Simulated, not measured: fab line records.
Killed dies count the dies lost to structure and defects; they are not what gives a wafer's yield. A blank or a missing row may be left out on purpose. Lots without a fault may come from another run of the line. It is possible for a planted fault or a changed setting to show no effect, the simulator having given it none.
fab line records + flow rit_cmos
record
- lots=14
- wafers=42
- last_day=8
route steps=202 shown WELLDRIVE@50 NWELL@51 PWELL@52
lots that met no fault: from a run of the same line without faults
start_h: hours from the record's first day to the start of the lot's first wafer shown + wait_h: hours since the lot's step before + " identical to the entry in the row above + L1.1+2: a single row standing in for several wafers + - no value present, or no start provided + * or withheld: withheld + < > ~ a bound
route shown NAME@n: NAME is a module with steps in the file, n the number in the route of the first one + usual: the fault-free wafers' mean and standard deviation + same: alike in all rows + chamber/n: place in a boat + sites: per-site readings + _std_site: standard deviation of those values + _edge_site: inner sites' mean taken away from outer sites' mean + radius_mm: how far each site lies from the wafer's centre + mask NAME#n: copy n + behind: the last tool/chamber to shape the wafer + hold: cause of the lot's hold/its duration in hours/its outcome + device: the n, p or np transistor that did not switch + end of line: the tests these same wafers got at the end of their route + a step given without rows: its recipe and nothing more + killed: not the wafer's yield, but the dies lost to structure and defects at the first sort + map: shows each die of a wafer: x if killed, . if not, _ if none is there
set.NAME: the setting the step ran with; set.NAME@STEP: the setting that earlier step ran with + model.NAME: the simulator's own value behind a step, which no gauge read
a sample of lots followed through the steps of the route, with each step as a table and each wafer as a row
services: the hour from which a tool's chamber was out of use, counted from the record's first day as start_h (under 0 if before that day), plus the number of hours and why
## steps
# step RIT_WELLDRIVE_ANNEAL_00
# recipe
- temp_c=1100
- time_s=14700
- ambient=N2
# usual
- run_length_s=18264/6.7
| lot.wafer | tool       | chamber | start_h | wait_h | run_length_s |
|-----------|------------|---------|---------|--------|--------------|
| L854.2    | furnace-01 | 0       | 29.55   | 0.3    | 18263        |
| L854.3    | "          | 0       | "       | "      | 18263        |
| L854.5    | "          | 0       | "       | "      | 18263        |
| L855.2    | furnace-01 | 0       | 34.64   | 0.9    | 18252        |
| L855.4    | "          | 0       | "       | "      | 18252        |
| L855.5    | "          | 0       | "       | "      | 18252        |
| L856.2    | furnace-03 | 0       | 44.19   | 0.0    | 18272        |
| L856.4    | "          | 0       | "       | "      | 18272        |
| L856.6    | "          | 0       | "       | "      | 18272        |
| L859.3    | furnace-03 | 0       | 58.69   | 0.0    | 18275        |
| L859.4    | "          | 0       | "       | "      | 18275        |
| L859.5    | "          | 0       | "       | "      | 18275        |
| L862.1    | furnace-04 | 0       | 73.39   | 0.1    | 18260        |
| L862.3    | "          | 0       | "       | "      | 18260        |
| L862.4    | "          | 0       | "       | "      | 18260        |
| L863.3    | furnace-03 | 0       | 77.05   | 1.3    | 23414        |
| L863.4    | "          | 0       | "       | "      | 23414        |
| L863.6    | "          | 0       | "       | "      | 23414        |
| L867.3    | furnace-03 | 0       | 98.55   | 1.0    | 23418        |
| L867.4    | "          | 0       | "       | "      | 23418        |
| L867.6    | "          | 0       | "       | "      | 23418        |
| L868.1    | furnace-01 | 0       | 101.39  | 0.1    | 18257        |
| L868.2    | "          | 0       | "       | "      | 18257        |
| L868.3    | "          | 0       | "       | "      | 18257        |
| L869.1    | furnace-04 | 0       | 104.69  | 0.6    | 18266        |
| L869.2    | "          | 0       | "       | "      | 18266        |
| L869.3    | "          | 0       | "       | "      | 18266        |
| L871.2    | furnace-04 | 0       | 120.85  | 1.8    | 18265        |
| L871.3    | "          | 0       | "       | "      | 18265        |
| L871.6    | "          | 0       | "       | "      | 18265        |
| L872.4    | furnace-04 | 0       | 128.48  | 4.0    | 18262        |
| L872.5    | "          | 0       | "       | "      | 18262        |
| L872.6    | "          | 0       | "       | "      | 18262        |
| L874.3    | furnace-04 | 0       | 139.73  | 3.6    | 18263        |
| L874.4    | "          | 0       | "       | "      | 18263        |
| L874.6    | "          | 0       | "       | "      | 18263        |
| L875.2    | furnace-04 | 0       | 146.12  | 4.9    | 18262        |
| L875.3    | "          | 0       | "       | "      | 18262        |
| L875.6    | "          | 0       | "       | "      | 18262        |
| L876.2    | furnace-04 | 0       | 151.21  | 1.6    | 18264        |
| L876.3    | "          | 0       | "       | "      | 18264        |
| L876.5    | "          | 0       | "       | "      | 18264        |
# step RIT_WELLDRIVE_RS_MEAS_01
# recipe
- thk_meas_gauge=four-point-probe
# usual
- NWELL_RS=275.6/0.68
| lot.wafer | tool          | chamber | start_h | wait_h | NWELL_RS[ohm/sq] |
|-----------|---------------|---------|---------|--------|------------------|
| L854.2    | film_metro-02 | -       | 34.66   | 0.0    | 275.6            |
| L854.3    | "             | -       | "       | "      | 275.8            |
| L854.5    | "             | -       | "       | "      | 275.9            |
| L855.2    | film_metro-02 | -       | 39.74   | 0.0    | 275.0            |
| L855.4    | "             | -       | "       | "      | 274.6            |
| L855.5    | "             | -       | "       | "      | 274.8            |
| L856.2    | film_metro-02 | -       | 49.30   | 0.0    | 275.8            |
| L856.4    | "             | -       | "       | "      | 275.5            |
| L856.6    | "             | -       | "       | "      | 275.4            |
| L859.3    | film_metro-01 | -       | 63.82   | 0.0    | 274.4            |
| L859.4    | "             | -       | "       | "      | 274.7            |
| L859.5    | "             | -       | "       | "      | 275.0            |
| L862.1    | film_metro-01 | -       | 78.48   | 0.0    | 275.6            |
| L862.3    | "             | -       | "       | "      | 275.3            |
| L862.4    | "             | -       | "       | "      | 275.8            |
| L863.3    | film_metro-02 | -       | 82.18   | 0.0    | 261.3            |
| L863.4    | "             | -       | "       | "      | 261.7            |
| L863.6    | "             | -       | "       | "      | 261.0            |
| L867.3    | film_metro-01 | -       | 103.67  | 0.0    | 261.9            |
| L867.4    | "             | -       | "       | "      | 261.9            |
| L867.6    | "             | -       | "       | "      | 261.5            |
| L868.1    | film_metro-02 | -       | 106.48  | 0.0    | 275.1            |
| L868.2    | "             | -       | "       | "      | 274.8            |
| L868.3    | "             | -       | "       | "      | 275.7            |
| L869.1    | film_metro-03 | -       | 109.78  | 0.0    | 275.9            |
| L869.2    | "             | -       | "       | "      | 275.1            |
| L869.3    | "             | -       | "       | "      | 275.5            |
| L871.2    | film_metro-01 | -       | 125.95  | 0.0    | 275.5            |
| L871.3    | "             | -       | "       | "      | 274.9            |
| L871.6    | "             | -       | "       | "      | 275.4            |
| L872.4    | film_metro-02 | -       | 133.63  | 0.1    | 275.8            |
| L872.5    | "             | -       | "       | "      | 276.2            |
| L872.6    | "             | -       | "       | "      | 275.0            |
| L874.3    | film_metro-01 | -       | 144.85  | 0.0    | 274.6            |
| L874.4    | "             | -       | "       | "      | 275.3            |
| L874.6    | "             | -       | "       | "      | 275.3            |
| L875.2    | film_metro-02 | -       | 151.23  | 0.0    | 276.0            |
| L875.3    | "             | -       | "       | "      | 276.2            |
| L875.6    | "             | -       | "       | "      | 275.8            |
| L876.2    | film_metro-02 | -       | 156.31  | 0.0    | 275.5            |
| L876.3    | "             | -       | "       | "      | 276.4            |
| L876.5    | "             | -       | "       | "      | 276.7            |
# step RIT_WELLDRIVE_RS_MEAS_02
# recipe
- thk_meas_gauge=four-point-probe
# usual
- PWELL_RS=430.1/1.2
| lot.wafer | tool          | chamber | start_h | wait_h | PWELL_RS[ohm/sq] |
|-----------|---------------|---------|---------|--------|------------------|
| L854.2    | film_metro-02 | -       | 34.78   | 0.1    | 427.6            |
| L854.3    | "             | -       | "       | "      | 429.5            |
| L854.5    | "             | -       | "       | "      | 428.5            |
| L855.2    | film_metro-02 | -       | 39.86   | 0.1    | 431.2            |
| L855.4    | "             | -       | "       | "      | 431.2            |
| L855.5    | "             | -       | "       | "      | 430.8            |
| L856.2    | film_metro-02 | -       | 49.42   | 0.1    | 429.8            |
| L856.4    | "             | -       | "       | "      | 429.5            |
| L856.6    | "             | -       | "       | "      | 430.3            |
| L859.3    | film_metro-01 | -       | 63.94   | 0.1    | 430.1            |
| L859.4    | "             | -       | "       | "      | 430.1            |
| L859.5    | "             | -       | "       | "      | 429.7            |
| L862.1    | film_metro-01 | -       | 78.60   | 0.1    | 428.6            |
| L862.3    | "             | -       | "       | "      | 428.5            |
| L862.4    | "             | -       | "       | "      | 429.9            |
| L863.3    | film_metro-02 | -       | 82.30   | 0.1    | 413.6            |
| L863.4    | "             | -       | "       | "      | 414.9            |
| L863.6    | "             | -       | "       | "      | 414.3            |
| L867.3    | film_metro-01 | -       | 103.79  | 0.1    | 415.0            |
| L867.4    | "             | -       | "       | "      | 414.8            |
| L867.6    | "             | -       | "       | "      | 414.8            |
| L868.1    | film_metro-02 | -       | 106.60  | 0.1    | 431.0            |
| L868.2    | "             | -       | "       | "      | 428.3            |
| L868.3    | "             | -       | "       | "      | 429.0            |
| L869.1    | film_metro-03 | -       | 109.90  | 0.1    | 432.1            |
| L869.2    | "             | -       | "       | "      | 430.4            |
| L869.3    | "             | -       | "       | "      | 430.3            |
| L871.2    | film_metro-01 | -       | 126.07  | 0.1    | 430.3            |
| L871.3    | "             | -       | "       | "      | 429.9            |
| L871.6    | "             | -       | "       | "      | 430.1            |
| L872.4    | film_metro-02 | -       | 133.75  | 0.1    | 429.1            |
| L872.5    | "             | -       | "       | "      | 428.8            |
| L872.6    | "             | -       | "       | "      | 428.5            |
| L874.3    | film_metro-01 | -       | 144.97  | 0.1    | 429.8            |
| L874.4    | "             | -       | "       | "      | 429.6            |
| L874.6    | "             | -       | "       | "      | 431.1            |
| L875.2    | film_metro-02 | -       | 151.35  | 0.1    | 429.3            |
| L875.3    | "             | -       | "       | "      | 430.4            |
| L875.6    | "             | -       | "       | "      | 430.5            |
| L876.2    | film_metro-02 | -       | 156.43  | 0.1    | 429.1            |
| L876.3    | "             | -       | "       | "      | 429.0            |
| L876.5    | "             | -       | "       | "      | 429.6            |
## services
| tool       | chamber | start_h | hours | kind |
|------------|---------|---------|-------|------|
| furnace-03 | -       | 106.18  | 60.7  | pm   |
## key
first_sign
- step=RIT_WELLDRIVE_ANNEAL_00
- reading=run_length_s
- direction=up
- sigmas=99+
- usual=*
- struck=*
effect
- step=RIT_WELLDRIVE_RS_MEAS_01
- reading=NWELL_RS
- direction=down
- sigmas=21
- usual=275.6
- struck=261.6
effect
- step=RIT_WELLDRIVE_RS_MEAS_02
- reading=PWELL_RS
- direction=down
- sigmas=13
- usual=430.1
- struck=414.6
met_at RIT_WELLDRIVE_ANNEAL_00
struck_lots L863,L867
tester_left_out L863,L867
onset_between 58.69 77.05
fault
- kind=process_parameter_drift
- tool=furnace-03
- chamber=-
- onset_h=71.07
- steps=RIT_WELLDRIVE_ANNEAL_00
- channel=time_s
- offset=*
- shape=step
- end_h=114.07
- acts_in=*
- stated=*
# tester_left_out: of these lots the tester's yield and bins aren't shown, on N5 and GAA mostly nor the transistor test; their killed dies are dies lost to structure and defects alone, not to doping, threshold or leakage, so they don't give the yield
